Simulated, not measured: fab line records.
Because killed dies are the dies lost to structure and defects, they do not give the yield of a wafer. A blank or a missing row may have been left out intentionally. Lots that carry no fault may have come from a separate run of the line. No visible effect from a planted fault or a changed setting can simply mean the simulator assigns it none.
Which of the tools did it? -- flow berkeleyCmos170 -- 15 lots with 45 wafers sampled at 6 steps, on a route of 331 steps

== WHAT EACH GAUGE READ, for each wafer ==
UCB170_WELLDRIVE_THK_MEAS_02. Usual: WELLDRIVE_OXIDE_THK gives 197 nm (standard deviation 3.9).
lot,measured,on,WELLDRIVE_OXIDE_THK (nm),flag
L917,day 4 11:26,filmMetro-02,202 205 203,
L918,day 4 11:26,filmMetro-03,196 199 199,
L919,day 4 11:30,filmMetro-02,201 203 202,
L921,day 4 22:28,filmMetro-03,197 195 192,
L922,day 4 22:27,filmMetro-02,199 197 193,
L923,day 5 13:19,filmMetro-02,202 206 202,
L924,day 6 04:16,filmMetro-03,195 193 198,
L925,day 6 04:16,filmMetro-02,197 198 197,
L928,day 6 18:37,filmMetro-01,197 195 199,
L933,day 7 19:46,filmMetro-01,197 200 196,
L937,day 8 15:12,filmMetro-02,197 195 198,
L938,day 8 15:11,filmMetro-03,193 191 193,

UCB170_ACTIVE_THK_MEAS_06. Usual: ACTIVE_NITRIDE_THK gives 218.5 nm (standard deviation 2.4).
lot,measured,on,ACTIVE_NITRIDE_THK (nm),flag
L917,day 5 08:19,filmMetro-01,221.7 222.1 221.3,
L918,day 5 08:22,filmMetro-01,221.3 221.9 221.1,
L919,day 5 08:19,filmMetro-02,216.3 216.0 215.3,
L921,day 5 18:46,filmMetro-02,218.8 221.5 218.0,
L922,day 5 18:45,filmMetro-04,219.3 218.4 217.2,
L923,day 6 12:17,filmMetro-02,224.4 224.0 224.4,
L924,day 6 23:13,filmMetro-02,218.4 218.0 218.2,
L925,day 6 23:16,filmMetro-02,218.0 218.4 216.8,
L928,day 7 13:35,filmMetro-04,216.9 215.6 217.8,
L933,day 8 17:54,filmMetro-01,216.2 215.8 215.8,
L937,day 9 03:32,filmMetro-04,217.2 218.0 216.5,
L938,day 9 03:31,filmMetro-01,218.5 219.0 217.2,

== EACH LOT AND THE TOOL THAT RAN IT (in order: tool; ch and the chambers of the sampled wafers; start) ==
lot,UCB170_ZERO_DEVELOP_05,UCB170_ZERO_ETCH_06,UCB170_ZERO_STRIP_07,UCB170_NWELL_ETCH_13
L917,"lithoTrack-03 ch 0, day 2 11:00","rieDiel-01 ch 0,2,3, day 2 11:19","plasmaAsher-03 ch 0,1, day 2 11:20","rieDiel-03 ch 0,1,2, day 3 03:03"
L918,"lithoTrack-01 ch 0, day 2 15:00","rieDiel-01 ch 0,1,2, day 2 15:37","plasmaAsher-03 ch 0,1, day 2 15:38","rieDiel-02 ch 0,1,3, day 3 07:11"
L919,"lithoTrack-03 ch 0, day 2 15:00","rieDiel-01 ch 0,1,2, day 2 15:47","plasmaAsher-03 ch 0,1, day 2 15:49","rieDiel-03 ch 0,3, day 3 06:55"
L921,"lithoTrack-01 ch 0, day 3 05:00","rieDiel-01 ch 1,3, day 3 05:28","plasmaAsher-01 ch 0,1, day 3 05:31","rieDiel-02 ch 1,2, day 3 18:50"
L922,"lithoTrack-01 ch 0, day 3 05:00","rieDiel-04 ch 0,2,3, day 3 05:44","plasmaAsher-03 ch 0,1, day 3 05:46","rieDiel-01 ch 0,2,3, day 3 19:04"
L923,"lithoTrack-01 ch 0, day 3 13:00","rieDiel-01 ch 2,3, day 3 13:43","plasmaAsher-01 ch 0,1, day 3 13:44","rieDiel-03 ch 0,2,3, day 4 06:05"
L924,"lithoTrack-02 ch 0, day 3 19:00","rieDiel-04 ch 0,1,2, day 3 19:59","plasmaAsher-01 ch 1, day 3 20:00","rieDiel-01 ch 1,3, day 4 11:17"
L925,"lithoTrack-01 ch 0, day 4 01:00","rieDiel-04 ch 0,1,3, day 4 01:36","plasmaAsher-03 ch 0,1, day 4 01:37","rieDiel-02 ch 0,1,2, day 4 11:34"
L928,"lithoTrack-01 ch 0, day 4 14:00","rieDiel-01 ch 1,2, day 4 14:17","plasmaAsher-01 ch 0,1, day 4 14:19","rieDiel-01 ch 2,3, day 5 04:52"
L929,"lithoTrack-01, day 4 20:00","rieDiel-02 ch 0,2, day 4 20:20","plasmaAsher-03 ch 0,1, day 4 20:21",-
L930,"lithoTrack-01, day 5 01:00","rieDiel-01 ch 0,1,2, day 5 02:07","plasmaAsher-03 ch 0,1, day 5 02:08",-
L931,"lithoTrack-03, day 5 07:00","rieDiel-02 ch 0,1,3, day 5 07:49","plasmaAsher-03 ch 0,1, day 5 07:52",-
L933,"lithoTrack-02 ch 0, day 5 13:00","rieDiel-04 ch 0,1,2, day 5 13:33","plasmaAsher-01 ch 0,1, day 5 13:34","rieDiel-01 ch 0,1,2, day 6 08:01"
L937,"lithoTrack-01 ch 0, day 6 11:00","rieDiel-01 ch 0,2,3, day 6 11:28","plasmaAsher-01 ch 0,1, day 6 11:32","rieDiel-02 ch 2,3, day 7 03:26"
L938,"lithoTrack-02 ch 0, day 6 15:00","rieDiel-01 ch 0,1,2, day 6 15:22","plasmaAsher-03 ch 0,1, day 6 15:23","rieDiel-01 ch 0,1,3, day 7 03:27"
- UCB170_ZERO_DEVELOP_05: develop time 45 s.
- UCB170_ZERO_ETCH_06: etches SiO2 in CHF3/CF4/Ar, time 12 s.
- UCB170_ZERO_STRIP_07: strips in O2.
- UCB170_NWELL_ETCH_13: etches Si3N4 in CH3F/Ar/O2, stops on SiO2, target depth 246.4 nm, time 154 s.

== WHAT THE TOOLS THEMSELVES READ (means of the sampled wafers that have a number; where no wafer has one, the mark that the record gives instead) ==
UCB170_ZERO_DEVELOP_05. Usual: chillPlateTempC 23.01 C, standard deviation 0.11; developerTempC 21.01 C, standard deviation 0.11.
lot,tool,chillPlateTempC (C),developerTempC (C),flag
L917,lithoTrack-03,23.04,21.02,
L918,lithoTrack-01,23.00,21.04,
L919,lithoTrack-03,22.93,21.06,
L921,lithoTrack-01,22.87,21.05,
L922,lithoTrack-01,23.17,21.01,
L923,lithoTrack-01,23.14,21.01,
L924,lithoTrack-02,23.07,21.06,
L925,lithoTrack-01,22.92,20.94,
L928,lithoTrack-01,23.14,20.88,
L929,lithoTrack-01,-,-,OFF
L930,lithoTrack-01,-,-,OFF
L931,lithoTrack-03,-,-,OFF
L933,lithoTrack-02,23.04,20.89,
L937,lithoTrack-01,23.08,21.10,
L938,lithoTrack-02,22.99,20.95,

UCB170_ZERO_ETCH_06. Usual: drypumpMotorCurrentA 5.5 A, standard deviation 0.54; oesProductAu 0.619 a.u., standard deviation 0.011; throttleValvePct 9.21 %, standard deviation 0.13.
lot,tool,drypumpMotorCurrentA (A),oesProductAu (a.u.),throttleValvePct (%),flag
L917,rieDiel-01,5.6,0.624,9.33,
L918,rieDiel-01,5.1,0.629,9.25,
L919,rieDiel-01,5.1,0.628,9.24,
L921,rieDiel-01,5.6,0.614,9.25,
L922,rieDiel-04,5.5,0.603,9.15,
L923,rieDiel-01,5.2,0.622,9.42,
L924,rieDiel-04,5.8,0.607,9.12,
L925,rieDiel-04,5.7,0.613,9.16,
L928,rieDiel-01,4.7,0.624,9.21,
L929,rieDiel-02,5.3,0.383,9.11,OFF
L930,rieDiel-01,5.1,0.385,9.22,OFF
L931,rieDiel-02,5.2,0.375,9.14,OFF
L933,rieDiel-04,5.8,0.612,9.11,
L937,rieDiel-01,5.6,0.620,9.32,
L938,rieDiel-01,5.1,0.625,9.24,

UCB170_ZERO_STRIP_07. Usual: drypumpMotorCurrentA 5.5 A, standard deviation 0.68; oesProductAu 0.727 a.u., standard deviation 0.0046; stripTimeToEndpointS 21.50 s, standard deviation 0.062.
lot,tool,drypumpMotorCurrentA (A),oesProductAu (a.u.),stripTimeToEndpointS (s),flag
L917,plasmaAsher-03,4.8,0.727,21.40,
L918,plasmaAsher-03,4.8,0.726,21.54,
L919,plasmaAsher-03,4.8,0.725,21.45,
L921,plasmaAsher-01,6.1,0.724,21.55,
L922,plasmaAsher-03,4.8,0.726,21.51,
L923,plasmaAsher-01,6.1,0.728,21.56,
L924,plasmaAsher-01,6.0,0.723,21.55,
L925,plasmaAsher-03,4.8,0.726,21.46,
L928,plasmaAsher-01,6.1,0.728,21.59,
L929,plasmaAsher-03,4.8,0.728,21.83,OFF
L930,plasmaAsher-03,4.8,0.728,21.81,OFF
L931,plasmaAsher-03,4.8,0.726,21.91,OFF
L933,plasmaAsher-01,6.1,0.729,21.58,
L937,plasmaAsher-01,6.1,0.727,21.43,
L938,plasmaAsher-03,4.8,0.725,21.50,

UCB170_NWELL_ETCH_13. Usual: drypumpMotorCurrentA 5.5 A, standard deviation 0.53; oesProductAu 0.948 a.u., standard deviation 0.017; throttleValvePct 8.06 %, standard deviation 0.11.
lot,tool,drypumpMotorCurrentA (A),oesProductAu (a.u.),throttleValvePct (%),flag
L917,rieDiel-03,5.9,0.934,8.01,
L918,rieDiel-02,5.1,0.933,7.98,
L919,rieDiel-03,6.2,0.953,8.17,
L921,rieDiel-02,5.2,0.935,8.08,
L922,rieDiel-01,5.6,0.944,8.14,
L923,rieDiel-03,6.2,0.949,8.08,
L924,rieDiel-01,5.6,0.936,8.07,
L925,rieDiel-02,5.2,0.963,8.02,
L928,rieDiel-01,5.2,0.951,8.21,
L933,rieDiel-01,5.1,0.956,8.05,
L937,rieDiel-02,5.1,0.945,8.04,
L938,rieDiel-01,5.5,0.944,8.03,

== THE ANSWER, worked out from the rows above alone ==
Rule: lot off if the mean of its wafers having a number is beyond 3 standard deviations from the usual mean. Also off: a lot with no number at a reading for which 4 or more lots have one. All remaining lots with rows at the step are treated as sound. The gauges are gone through in route order, then the tools' own readings, and for those a lot's mean is taken as printed above. At the first step where some lot is off, the reading lying furthest off is the one used; lots without a number count as furthest.
Off: L929, L930, L931 (UCB170_ZERO_DEVELOP_05, chillPlateTempC). Without a number there: L929, L930, L931.
A tool fits if, at that step or a process step before it, it ran every lot that is off, and no sound lot after the first of them. None of those tried fits.

== WHAT THE SIMULATOR PUT IN ==
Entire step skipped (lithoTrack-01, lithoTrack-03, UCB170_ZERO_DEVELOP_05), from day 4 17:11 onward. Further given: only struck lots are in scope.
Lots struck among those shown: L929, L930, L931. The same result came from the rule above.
